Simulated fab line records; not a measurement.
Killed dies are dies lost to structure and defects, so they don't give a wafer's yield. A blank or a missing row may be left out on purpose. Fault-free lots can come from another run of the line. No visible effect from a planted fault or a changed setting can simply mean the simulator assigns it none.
What tool caused it? / flow rit-cmos / 14 lots, 42 wafers sampled, at 6 steps of a route of 202

== WHAT THE GAUGES SHOWED, per wafer ==
RIT_ACTIVE_CD_MEAS_11 targets a cd of 1400 nm.
lot=L668; measured=day 1 14:26; on=cd-sem-02; cd-nm (nm)=1400.4 1400.4 1402.3
lot=L670; measured=day 2 00:29; on=cd-sem-02; cd-nm (nm)=1402.2 1403.0 1404.7
lot=L671; measured=day 2 05:26; on=cd-sem-02; cd-nm (nm)=1402.4 1400.4 1401.8
lot=L672; measured=day 2 10:35; on=cd-sem-02; cd-nm (nm)=1403.0 1402.3 1402.2
lot=L673; measured=day 2 15:26; on=cd-sem-02; cd-nm (nm)=1399.4 1400.3 1400.6
lot=L674; measured=day 2 20:45; on=cd-sem-02; cd-nm (nm)=1403.5 1401.0 1404.6
lot=L676; measured=day 3 07:01; on=cd-sem-01; cd-nm (nm)=1399.7 1398.2 1400.5
lot=L677; measured=day 3 11:26; on=cd-sem-01; cd-nm (nm)=1400.4 1400.8 1399.5
lot=L678; measured=day 3 16:31; on=cd-sem-02; cd-nm (nm)=1398.9 1400.0 1399.9
lot=L682; measured=day 4 13:19; on=cd-sem-02; cd-nm (nm)=1403.1 1402.3 1402.8
lot=L684; measured=day 4 22:35; on=cd-sem-02; cd-nm (nm)=1397.1 1396.8 1397.0
lot=L687; measured=day 5 13:26; on=cd-sem-01; cd-nm (nm)=1403.5 1402.4 1402.0
lot=L689; measured=day 5 23:26; on=cd-sem-02; cd-nm (nm)=1398.5 1398.4 1400.0
lot=L691; measured=day 6 09:35; on=cd-sem-02; cd-nm (nm)=1401.4 1397.7 1399.0

RIT_SILICIDE_RS_MEAS_02: the measuring method here is four-point-probe.
lot=L668; measured=day 3 03:23; on=film-metro-04; SILICIDE_TI_RS (ohm/sq)=47.2 47.2 47.5
lot=L670; measured=day 3 14:11; on=film-metro-03; SILICIDE_TI_RS (ohm/sq)=47.8 48.8 48.0
lot=L671; measured=day 3 17:32; on=film-metro-04; SILICIDE_TI_RS (ohm/sq)=48.6 48.2 47.9
lot=L672; measured=day 3 22:50; on=film-metro-03; SILICIDE_TI_RS (ohm/sq)=47.5 48.1 47.5
lot=L673; measured=day 4 04:02; on=film-metro-02; SILICIDE_TI_RS (ohm/sq)=47.4 47.6 46.4
lot=L674; measured=day 4 10:53; on=film-metro-03; SILICIDE_TI_RS (ohm/sq)=47.7 47.4 47.4
lot=L676; measured=day 4 22:52; on=film-metro-03; SILICIDE_TI_RS (ohm/sq)=47.5 47.6 47.6
lot=L677; measured=day 5 03:49; on=film-metro-03; SILICIDE_TI_RS (ohm/sq)=46.4 47.2 47.5
lot=L678; measured=day 5 07:03; on=film-metro-03; SILICIDE_TI_RS (ohm/sq)=48.9 49.1 49.1
lot=L682; measured=day 5 23:47; on=film-metro-03; SILICIDE_TI_RS (ohm/sq)=47.1 47.9 42.3
lot=L684; measured=day 6 09:17; on=film-metro-02; SILICIDE_TI_RS (ohm/sq)=42.5 47.4 47.9
lot=L687; measured=day 7 00:19; on=film-metro-02; SILICIDE_TI_RS (ohm/sq)=46.6 47.3 47.5
lot=L689; measured=day 7 12:01; on=film-metro-03; SILICIDE_TI_RS (ohm/sq)=47.2 47.2 47.2
lot=L691; measured=day 7 20:48; on=film-metro-04; SILICIDE_TI_RS (ohm/sq)=46.7 47.0 47.1

RIT_SILICIDE_THK_MEAS_03: measures by xrf.
lot=L668; measured=day 3 03:30; on=film-metro-04; SILICIDE_TI_THK (nm)=30.3 30.1 30.1
lot=L670; measured=day 3 14:17; on=film-metro-03; SILICIDE_TI_THK (nm)=30.1 29.7 30.1
lot=L671; measured=day 3 17:39; on=film-metro-04; SILICIDE_TI_THK (nm)=29.6 29.9 29.9
lot=L672; measured=day 3 22:56; on=film-metro-03; SILICIDE_TI_THK (nm)=30.3 30.0 30.2
lot=L673; measured=day 4 04:09; on=film-metro-02; SILICIDE_TI_THK (nm)=30.5 30.2 31.0
lot=L674; measured=day 4 10:59; on=film-metro-03; SILICIDE_TI_THK (nm)=30.4 30.3 30.5
lot=L676; measured=day 4 22:59; on=film-metro-03; SILICIDE_TI_THK (nm)=30.3 30.4 30.3
lot=L677; measured=day 5 03:56; on=film-metro-03; SILICIDE_TI_THK (nm)=30.8 30.6 30.2
lot=L678; measured=day 5 07:10; on=film-metro-03; SILICIDE_TI_THK (nm)=29.6 29.5 29.4
lot=L682; measured=day 5 23:53; on=film-metro-03; SILICIDE_TI_THK (nm)=30.6 30.2 33.2
lot=L684; measured=day 6 09:24; on=film-metro-02; SILICIDE_TI_THK (nm)=32.8 30.1 29.7
lot=L687; measured=day 7 00:26; on=film-metro-02; SILICIDE_TI_THK (nm)=30.6 30.3 30.3
lot=L689; measured=day 7 12:08; on=film-metro-03; SILICIDE_TI_THK (nm)=30.3 30.7 30.5
lot=L691; measured=day 7 20:55; on=film-metro-04; SILICIDE_TI_THK (nm)=30.4 30.5 30.3

== WHAT TOOL EACH LOT RAN ON (gives the tool, then ch and the chambers of the sampled wafers, and finally the start) ==
lot=L668; RIT_NRETRO_STRIP_09=plasma-asher-02 ch 0,1, day 2 06:47; RIT_GATE_STRIP_20=plasma-asher-03 ch 0,1, day 2 14:06; RIT_SILICIDE_SPUTTER_01=pvd-sputter-04, day 3 03:14
lot=L670; RIT_NRETRO_STRIP_09=plasma-asher-03 ch 0,1, day 2 15:39; RIT_GATE_STRIP_20=plasma-asher-03 ch 0,1, day 2 22:31; RIT_SILICIDE_SPUTTER_01=pvd-sputter-01, day 3 13:59
lot=L671; RIT_NRETRO_STRIP_09=plasma-asher-01 ch 0,1, day 2 20:48; RIT_GATE_STRIP_20=plasma-asher-03 ch 0,1, day 3 04:19; RIT_SILICIDE_SPUTTER_01=pvd-sputter-01, day 3 17:23
lot=L672; RIT_NRETRO_STRIP_09=plasma-asher-03 ch 0,1, day 3 01:17; RIT_GATE_STRIP_20=plasma-asher-03 ch 0,1, day 3 09:19; RIT_SILICIDE_SPUTTER_01=pvd-sputter-04, day 3 22:40
lot=L673; RIT_NRETRO_STRIP_09=plasma-asher-03 ch 0,1, day 3 06:56; RIT_GATE_STRIP_20=plasma-asher-01 ch 0,1, day 3 14:52; RIT_SILICIDE_SPUTTER_01=pvd-sputter-01, day 4 03:53
lot=L674; RIT_NRETRO_STRIP_09=plasma-asher-01 ch 0,1, day 3 11:59; RIT_GATE_STRIP_20=plasma-asher-04 ch 0,1, day 3 19:57; RIT_SILICIDE_SPUTTER_01=pvd-sputter-04, day 4 10:41
lot=L676; RIT_NRETRO_STRIP_09=plasma-asher-01 ch 0,1, day 3 22:49; RIT_GATE_STRIP_20=plasma-asher-03 ch 0,1, day 4 09:27; RIT_SILICIDE_SPUTTER_01=pvd-sputter-04, day 4 22:42
lot=L677; RIT_NRETRO_STRIP_09=plasma-asher-02 ch 0,1, day 4 06:19; RIT_GATE_STRIP_20=plasma-asher-04 ch 0,1, day 4 14:37; RIT_SILICIDE_SPUTTER_01=pvd-sputter-01, day 5 03:40
lot=L678; RIT_NRETRO_STRIP_09=plasma-asher-03 ch 0,1, day 4 10:54; RIT_GATE_STRIP_20=plasma-asher-01 ch 0,1, day 4 18:08; RIT_SILICIDE_SPUTTER_01=pvd-sputter-04, day 5 06:54
lot=L682; RIT_NRETRO_STRIP_09=plasma-asher-02 ch 0,1, day 5 03:58; RIT_GATE_STRIP_20=plasma-asher-01 ch 0,1, day 5 10:50; RIT_SILICIDE_SPUTTER_01=pvd-sputter-04, day 5 23:35
lot=L684; RIT_NRETRO_STRIP_09=plasma-asher-03 ch 0,1, day 5 13:20; RIT_GATE_STRIP_20=plasma-asher-04 ch 0, day 5 20:28; RIT_SILICIDE_SPUTTER_01=pvd-sputter-04, day 6 09:07
lot=L687; RIT_NRETRO_STRIP_09=plasma-asher-03 ch 0,1, day 6 04:26; RIT_GATE_STRIP_20=plasma-asher-01 ch 0,1, day 6 11:32; RIT_SILICIDE_SPUTTER_01=pvd-sputter-01, day 7 00:10
lot=L689; RIT_NRETRO_STRIP_09=plasma-asher-02 ch 0,1, day 6 14:52; RIT_GATE_STRIP_20=plasma-asher-03 ch 0,1, day 6 23:00; RIT_SILICIDE_SPUTTER_01=pvd-sputter-01, day 7 11:52
lot=L691; RIT_NRETRO_STRIP_09=plasma-asher-02 ch 0, day 7 01:01; RIT_GATE_STRIP_20=plasma-asher-04 ch 0,1, day 7 07:41; RIT_SILICIDE_SPUTTER_01=pvd-sputter-01, day 7 20:37
- RIT_NRETRO_STRIP_09: strips in O2, time 180 s.
- RIT_GATE_STRIP_20: strips in O2, time 180 s.
- RIT_SILICIDE_SPUTTER_01: material Ti, target thk 30 nm, time 240 s.

== AS READ BY THE TOOLS THEMSELVES (means over the sampled wafers that have a number; for cases with no such wafer, the mark the record gives instead) ==
RIT_NRETRO_STRIP_09.
lot=L668; tool=plasma-asher-02; drypump-motor-current-A (A)=5.6; o2-flow-sccm (sccm)=3990
lot=L670; tool=plasma-asher-03; drypump-motor-current-A (A)=5.7; o2-flow-sccm (sccm)=4006
lot=L671; tool=plasma-asher-01; drypump-motor-current-A (A)=5.3; o2-flow-sccm (sccm)=3993
lot=L672; tool=plasma-asher-03; drypump-motor-current-A (A)=5.7; o2-flow-sccm (sccm)=4000
lot=L673; tool=plasma-asher-03; drypump-motor-current-A (A)=5.8; o2-flow-sccm (sccm)=4004
lot=L674; tool=plasma-asher-01; drypump-motor-current-A (A)=5.7; o2-flow-sccm (sccm)=4000
lot=L676; tool=plasma-asher-01; drypump-motor-current-A (A)=5.3; o2-flow-sccm (sccm)=4009
lot=L677; tool=plasma-asher-02; drypump-motor-current-A (A)=5.5; o2-flow-sccm (sccm)=3997
lot=L678; tool=plasma-asher-03; drypump-motor-current-A (A)=5.7; o2-flow-sccm (sccm)=3989
lot=L682; tool=plasma-asher-02; drypump-motor-current-A (A)=5.5; o2-flow-sccm (sccm)=3998
lot=L684; tool=plasma-asher-03; drypump-motor-current-A (A)=5.7; o2-flow-sccm (sccm)=4005
lot=L687; tool=plasma-asher-03; drypump-motor-current-A (A)=5.7; o2-flow-sccm (sccm)=3992
lot=L689; tool=plasma-asher-02; drypump-motor-current-A (A)=5.5; o2-flow-sccm (sccm)=3994
lot=L691; tool=plasma-asher-02; drypump-motor-current-A (A)=5.8; o2-flow-sccm (sccm)=3996

RIT_GATE_STRIP_20.
lot=L668; tool=plasma-asher-03; drypump-motor-current-A (A)=5.7; o2-flow-sccm (sccm)=4002
lot=L670; tool=plasma-asher-03; drypump-motor-current-A (A)=5.7; o2-flow-sccm (sccm)=4001
lot=L671; tool=plasma-asher-03; drypump-motor-current-A (A)=5.7; o2-flow-sccm (sccm)=3995
lot=L672; tool=plasma-asher-03; drypump-motor-current-A (A)=5.7; o2-flow-sccm (sccm)=3991
lot=L673; tool=plasma-asher-01; drypump-motor-current-A (A)=5.3; o2-flow-sccm (sccm)=3990
lot=L674; tool=plasma-asher-04; drypump-motor-current-A (A)=5.4; o2-flow-sccm (sccm)=4020
lot=L676; tool=plasma-asher-03; drypump-motor-current-A (A)=5.8; o2-flow-sccm (sccm)=4008
lot=L677; tool=plasma-asher-04; drypump-motor-current-A (A)=5.4; o2-flow-sccm (sccm)=4014
lot=L678; tool=plasma-asher-01; drypump-motor-current-A (A)=5.7; o2-flow-sccm (sccm)=3988
lot=L682; tool=plasma-asher-01; drypump-motor-current-A (A)=5.7; o2-flow-sccm (sccm)=4010
lot=L684; tool=plasma-asher-04; drypump-motor-current-A (A)=5.2; o2-flow-sccm (sccm)=3993
lot=L687; tool=plasma-asher-01; drypump-motor-current-A (A)=5.7; o2-flow-sccm (sccm)=3999
lot=L689; tool=plasma-asher-03; drypump-motor-current-A (A)=5.8; o2-flow-sccm (sccm)=4002
lot=L691; tool=plasma-asher-04; drypump-motor-current-A (A)=5.4; o2-flow-sccm (sccm)=3995

RIT_SILICIDE_SPUTTER_01.
lot=L668; tool=pvd-sputter-04; cathode-dc-power-W (W)=349.96; chamber-pressure-pa (Pa)=0.6668; throttle-valve-pct (%)=29.1
lot=L670; tool=pvd-sputter-01; cathode-dc-power-W (W)=349.99; chamber-pressure-pa (Pa)=0.6676; throttle-valve-pct (%)=29.7
lot=L671; tool=pvd-sputter-01; cathode-dc-power-W (W)=350.03; chamber-pressure-pa (Pa)=0.6660; throttle-valve-pct (%)=29.7
lot=L672; tool=pvd-sputter-04; cathode-dc-power-W (W)=350.05; chamber-pressure-pa (Pa)=0.6663; throttle-valve-pct (%)=28.6
lot=L673; tool=pvd-sputter-01; cathode-dc-power-W (W)=350.07; chamber-pressure-pa (Pa)=0.6662; throttle-valve-pct (%)=29.8
lot=L674; tool=pvd-sputter-04; cathode-dc-power-W (W)=350.03; chamber-pressure-pa (Pa)=0.6675; throttle-valve-pct (%)=29.2
lot=L676; tool=pvd-sputter-04; cathode-dc-power-W (W)=350.03; chamber-pressure-pa (Pa)=0.6670; throttle-valve-pct (%)=28.5
lot=L677; tool=pvd-sputter-01; cathode-dc-power-W (W)=349.99; chamber-pressure-pa (Pa)=0.6671; throttle-valve-pct (%)=29.4
lot=L678; tool=pvd-sputter-04; cathode-dc-power-W (W)=350.03; chamber-pressure-pa (Pa)=0.6672; throttle-valve-pct (%)=28.9
lot=L682; tool=pvd-sputter-04; cathode-dc-power-W (W)=361.04; chamber-pressure-pa (Pa)=0.6651; throttle-valve-pct (%)=29.4
lot=L684; tool=pvd-sputter-04; cathode-dc-power-W (W)=361.14; chamber-pressure-pa (Pa)=0.6678; throttle-valve-pct (%)=28.6
lot=L687; tool=pvd-sputter-01; cathode-dc-power-W (W)=349.97; chamber-pressure-pa (Pa)=0.6666; throttle-valve-pct (%)=29.8
lot=L689; tool=pvd-sputter-01; cathode-dc-power-W (W)=349.98; chamber-pressure-pa (Pa)=0.6671; throttle-valve-pct (%)=30.0
lot=L691; tool=pvd-sputter-01; cathode-dc-power-W (W)=349.98; chamber-pressure-pa (Pa)=0.6660; throttle-valve-pct (%)=29.9

== THE ANSWER, worked out from the rows above alone ==
Rule: the usual values come from the lots themselves. Put in order of their means at a reading, lots are off if they are a third of the lots or fewer, leave a main group of 4 or more, and stand apart from it by a gap of 3 or more times the standard deviation of the main group's means; of several such gaps the widest counts. The tables above print the reading to a certain number of digits; a main group whose means all agree to those digits is not used. Also off: a lot with no number at a reading for which 4 or more lots have one. Where the step has rows for the other lots, those lots are counted as sound. The gauges are gone through in route order, then the tools' own readings, and for those a lot's mean is taken as printed above. The first step at which some lot is off is used, and at that step the reading that is off furthest; a lot without a number counts as furthest.
Off, at RIT_SILICIDE_SPUTTER_01 on cathode-dc-power-W: L682, L684. For the main group the mean is 350.01 W and the standard deviation 0.034.
If a tool, at that step or one of the process steps before it, ran each lot that is off and ran no sound lot following the first of them, it fits. One fits: RIT_SILICIDE_SPUTTER_01 on pvd-sputter-04. Its last sound lot is L678 (day 5 06:54), its first lot that is off L682 (day 5 23:35): a fault that began between those two fits.
On the lots that are off, the tool's own readings at RIT_SILICIDE_SPUTTER_01 differ by more than 5 times the standard deviation of the sound lots' means, which bears it out; cathode-dc-power-W reads 361.09 W there versus 350.01 W on the sound lots.

== WHAT WAS PUT IN BY THE SIMULATOR ==
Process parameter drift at RIT_SILICIDE_SPUTTER_01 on pvd-sputter-04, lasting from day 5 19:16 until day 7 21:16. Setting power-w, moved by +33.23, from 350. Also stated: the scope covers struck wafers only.
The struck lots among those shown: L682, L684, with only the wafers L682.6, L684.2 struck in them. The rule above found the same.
